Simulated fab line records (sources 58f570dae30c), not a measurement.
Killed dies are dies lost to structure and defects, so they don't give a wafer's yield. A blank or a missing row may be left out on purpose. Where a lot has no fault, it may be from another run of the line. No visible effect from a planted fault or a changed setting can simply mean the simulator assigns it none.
fab line records	flow berkeleyCmos170	part 2 of 2: steps 29 to 38 of 38
record: lots: 5	wafers: 15	lastDay: 14
route steps=331 shown SACOX@97 SCREENOX@100 NVT@104 PVT@115 GATE@125 FIELD@126
lots untouched by any fault: they come from a run of this same line in which no faults occurred
startH: hours from the record's first day to the start of the lot's first wafer shown	waitH: hours from the lot's prior step to this one	" identical to the entry in the row above	L1.1+2: several wafers, shown together as one row	- no value, or no start was given	* or withheld: withheld	< > ~ a bound
route shown NAME@n: a module of which the file shows steps, and the number in the route of the first	usual: mean and standard deviation over wafers with no fault	same: alike in all rows	chamber/n: place in a boat	sites: per-site readings	_std_site: how widely they spread, as a standard deviation	_edge_site: the outer-site mean with the inner-site mean subtracted	radiusMm: how far each site lies from the wafer's centre	mask NAME#n: copy n	behind: the last tool/chamber to shape the wafer	hold: what put the lot on hold/how long, in hours/how the hold closed	device: names the non-switching transistor (n, p or np)	end of line: tests of these same wafers at the route's end	a step given without rows: its recipe and nothing more	killed: not the wafer's yield, but the dies lost to structure and defects at the first sort	map: dies across one wafer; x = killed, . = not, _ = none there
set.NAME: the setting as run; set.NAME@STEP: as run at that earlier step	model.NAME: the simulator's own value behind a step, which no gauge read
certain route steps with their lots: each step a table, each wafer a row
services: when a tool's chamber went out of use (startH, in hours from the record's first day, below 0 if earlier), for how many hours, and the reason
== steps ==
step: UCB170_GATE_WET_ETCH_00
recipe: chemistry: dHF	dilution: 25:1	target: SiO2	tempC: 25	timeS: 200
same: timeS: 200
lot.wafer	tool	chamber	startH	waitH
L079.3+4+6	wetBench-02	0	161.61	0.0
L082.2+3+4	wetBench-02	0	174.10	0.0
L085.2+3+5	wetBench-03	3	197.10	0.1
L090.1+2+3	wetBench-03	0	223.00	2.5
L097.1+3+5	wetBench-02	1	267.52	2.5
step: UCB170_FIELD_THK_MEAS_91
recipe: reads: SiO2_of_FIELD_OXIDATION_01
usual: FIELD_OXIDE_LEFT_2_THK: 354/9
lot.wafer	tool	chamber	startH	waitH	FIELD_OXIDE_LEFT_2_THK[nm]
L079.3	filmMetro-02	-	161.69	0.0	352
L079.4	"	-	"	"	350
L079.6	"	-	"	"	360
L082.2	filmMetro-04	-	174.17	0.0	372
L082.3	"	-	"	"	369
L082.4	"	-	"	"	369
L085.2	filmMetro-04	-	197.17	0.0	352
L085.3	"	-	"	"	350
L085.5	"	-	"	"	359
L090.1	filmMetro-04	-	223.13	0.0	361
L090.2	"	-	"	"	365
L090.3	"	-	"	"	362
L097.1	filmMetro-02	-	267.58	0.0	343
L097.3	"	-	"	"	346
L097.5	"	-	"	"	341
step: UCB170_GATE_OXIDATION_01
recipe: tempC: 850	ambient: O2	targetThkA: 66	oxTimeS: 1800
usual: spikeTcLoadC: 873/3.3	zonePowerCentrePct: 43.1/2.4
lot.wafer	tool	chamber	startH	waitH	spikeTcLoadC	zonePowerCentrePct
L079.3	furnace-04	0	168.09	6.4	871	44.9
L079.4	"	0	"	"	870	44.4
L079.6	"	0	"	"	870	44.5
L082.2	furnace-04	0	180.67	6.5	871	45.6
L082.3	"	0	"	"	871	45.1
L082.4	"	0	"	"	870	44.8
L085.2	furnace-02	0	200.84	3.7	877	41.9
L085.3	"	0	"	"	877	41.8
L085.5	"	0	"	"	879	41.0
L090.1	furnace-04	0	232.25	9.1	870	44.8
L090.2	"	0	"	"	870	45.8
L090.3	"	0	"	"	871	45.2
L097.1	furnace-04	0	269.97	2.4	870	44.4
L097.3	"	0	"	"	870	45.2
L097.5	"	0	"	"	870	45.1
step: UCB170_GATE_THK_MEAS_02
recipe: reads: SiO2_of_GATE_OXIDATION_01
usual: GATE_OXIDE_THK: 6.56/0.15
lot.wafer	tool	chamber	startH	waitH	GATE_OXIDE_THK[nm]
L079.3	filmMetro-03	-	169.61	0.0	6.73
L079.4	"	-	"	"	6.82
L079.6	"	-	"	"	6.86
L082.2	filmMetro-04	-	182.18	0.0	6.55
L082.3	"	-	"	"	6.51
L082.4	"	-	"	"	6.54
L085.2	filmMetro-01	-	202.35	0.0	6.67
L085.3	"	-	"	"	6.75
L085.5	"	-	"	"	6.62
L090.1	filmMetro-04	-	233.75	0.0	6.45
L090.2	"	-	"	"	6.41
L090.3	"	-	"	"	6.41
L097.1	filmMetro-04	-	271.47	0.0	6.40
L097.3	"	-	"	"	6.56
L097.5	"	-	"	"	6.56
step: UCB170_GATE_ANNEAL_03
recipe: tempC: 900	timeS: 1800	ambient: N2
usual: spikeTcLoadC: 923/3.2	zonePowerCentrePct: 44/3.5
same: timeS: 1800
lot.wafer	tool	chamber	startH	waitH	spikeTcLoadC	zonePowerCentrePct
L079.3	furnace-01	0	175.18	5.6	923	39
L079.4	"	0	"	"	923	39
L079.6	"	0	"	"	921	40
L082.2	furnace-04	0	186.27	4.1	919	48
L082.3	"	0	"	"	922	48
L082.4	"	0	"	"	918	47
L085.2	furnace-02	0	206.71	4.3	927	44
L085.3	"	0	"	"	927	44
L085.5	"	0	"	"	926	44
L090.1	furnace-04	0	239.77	6.0	921	48
L090.2	"	0	"	"	918	47
L090.3	"	0	"	"	921	47
L097.1	furnace-01	0	278.92	7.4	921	38
L097.3	"	0	"	"	923	40
L097.5	"	0	"	"	922	39
step: UCB170_GATE_CVD_04
recipe: material: poly-Si	tempC: 610	precursor: SiH4	timeS: 1440	pressureMtorr: 375	targetThkNm: 214	sih4FlowSccm: 120
usual: spikeTcLoadC: 633.4/2.4	zonePowerCentrePct: 28.0/2.5
same: timeS: 1440
lot.wafer	tool	chamber	startH	waitH	spikeTcLoadC	zonePowerCentrePct
L079.3	lpcvd-01	1	176.68	0.0	632.7	29.6
L079.4	"	1	"	"	630.7	29.9
L079.6	"	1	"	"	630.5	29.6
L082.2	lpcvd-01	1	187.77	0.0	629.9	29.9
L082.3	"	1	"	"	631.4	29.7
L082.4	"	1	"	"	632.4	29.4
L085.2	lpcvd-02	1	208.26	0.1	633.1	25.0
L085.3	"	1	"	"	633.1	24.6
L085.5	"	1	"	"	632.9	24.9
L090.1	lpcvd-01	0	241.27	0.0	636.9	25.9
L090.2	"	0	"	"	638.4	26.3
L090.3	"	0	"	"	637.2	26.0
L097.1	lpcvd-02	1	281.55	1.1	632.9	24.8
L097.3	"	1	"	"	632.4	25.5
L097.5	"	1	"	"	633.1	25.3
step: UCB170_GATE_THK_MEAS_05
recipe: reads: poly-Si_of_GATE_CVD_04
usual: GATE_POLY_THK: 214.7/2.3
lot.wafer	tool	chamber	startH	waitH	GATE_POLY_THK[nm]
L079.3	filmMetro-04	-	178.10	0.0	212.6
L079.4	"	-	"	"	213.5
L079.6	"	-	"	"	213.5
L082.2	filmMetro-03	-	189.19	0.0	216.3
L082.3	"	-	"	"	215.2
L082.4	"	-	"	"	216.0
L085.2	filmMetro-01	-	209.72	0.1	214.4
L085.3	"	-	"	"	214.7
L085.5	"	-	"	"	215.6
L090.1	filmMetro-03	-	242.67	0.0	212.8
L090.2	"	-	"	"	213.0
L090.3	"	-	"	"	214.2
L097.1	filmMetro-03	-	282.95	0.0	217.0
L097.3	"	-	"	"	214.5
L097.5	"	-	"	"	215.2
step: UCB170_GATE_COAT_06
recipe: resist: BARC	tempC: withheld	timeS: withheld	spinRpm: 3000	resistThkNm: withheld
usual: exhaustPa: 45.0/0.83
lot.wafer	tool	chamber	startH	waitH	exhaustPa
L079.3	lithoTrack-01	0	178.19	0.1	46.0
L079.4	"	0	"	"	45.4
L079.6	"	0	"	"	44.2
L082.2	lithoTrack-03	0	189.26	0.1	45.4
L082.3	"	0	"	"	45.0
L082.4	"	0	"	"	45.3
L085.2	lithoTrack-04	0	210.04	0.3	44.9
L085.3	"	0	"	"	45.7
L085.5	"	0	"	"	44.9
L090.1	lithoTrack-04	0	242.73	0.1	44.3
L090.2	"	0	"	"	44.3
L090.3	"	0	"	"	44.5
L097.1	lithoTrack-01	0	283.25	0.3	43.6
L097.3	"	0	"	"	44.7
L097.5	"	0	"	"	43.6
step: UCB170_GATE_COAT_07
recipe: resist: KrF	spinRpm: 1500	resistThkNm: 900
usual: exhaustPa: 44.9/0.79
lot.wafer	tool	chamber	startH	waitH	exhaustPa
L079.3	lithoTrack-01	0	-	-	45.6
L079.4	"	0	"	"	44.8
L079.6	"	0	"	"	44.6
L082.2	lithoTrack-03	0	-	-	44.3
L082.3	"	0	"	"	44.1
L082.4	"	0	"	"	44.9
L085.2	lithoTrack-04	0	-	-	45.4
L085.3	"	0	"	"	46.2
L085.5	"	0	"	"	44.8
L090.1	lithoTrack-04	0	-	-	45.4
L090.2	"	0	"	"	44.2
L090.3	"	0	"	"	45.7
L097.1	lithoTrack-01	0	-	-	45.3
L097.3	"	0	"	"	45.1
L097.5	"	0	"	"	45.0
step: UCB170_GATE_SOFTBAKE_08
recipe: resist: KrF	tempC: 130	timeS: 60
usual: exhaustPa: 45.0/1
same: timeS: 60
lot.wafer	tool	chamber	startH	waitH	exhaustPa
L079.3	lithoTrack-01	0	-	-	46.2
L079.4	"	0	"	"	45.6
L079.6	"	0	"	"	45.5
L082.2	lithoTrack-03	0	-	-	45.3
L082.3	"	0	"	"	46.0
L082.4	"	0	"	"	46.2
L085.2	lithoTrack-04	0	-	-	45.2
L085.3	"	0	"	"	46.2
L085.5	"	0	"	"	44.3
L090.1	lithoTrack-04	0	-	-	45.1
L090.2	"	0	"	"	45.3
L090.3	"	0	"	"	43.6
L097.1	lithoTrack-01	0	-	-	43.8
L097.3	"	0	"	"	44.3
L097.5	"	0	"	"	44.1
== services ==
tool	chamber	startH	hours	kind
implanter-03	-	111.84	1.8	repair
implanter-01	-	114.33	4.3	repair
wetBench-03	-	115.21	2.5	repair
krfScanner-02	-	123.18	0.2	repair
krfScanner-02	-	127.49	1.0	pm
krfScanner-01	-	140.08	3.1	repair
lpcvd-02	-	140.17	1.3	repair
furnace-02	-	142.78	4.1	pm
krfScanner-01	-	152.29	0.8	pm
krfScanner-01	-	157.21	1.0	pm
implanter-04	-	159.12	2.4	repair
krfScanner-01	-	168.66	1.3	pm
plasmaAsher-03	-	177.36	1.8	repair
krfScanner-02	-	189.34	3.6	pm
krfScanner-02	-	192.90	1.3	pm
furnace-01	-	224.18	5.3	pm
furnace-01	-	229.45	4.1	pm
furnace-01	-	238.57	12.9	repair
krfScanner-02	-	247.64	3.0	repair
implanter-04	-	248.25	1.1	repair
plasmaAsher-03	-	258.62	0.9	repair
furnace-02	-	273.16	3.3	pm
krfScanner-02	-	277.02	4.0	pm
lpcvd-01	-	277.56	6.0	pm
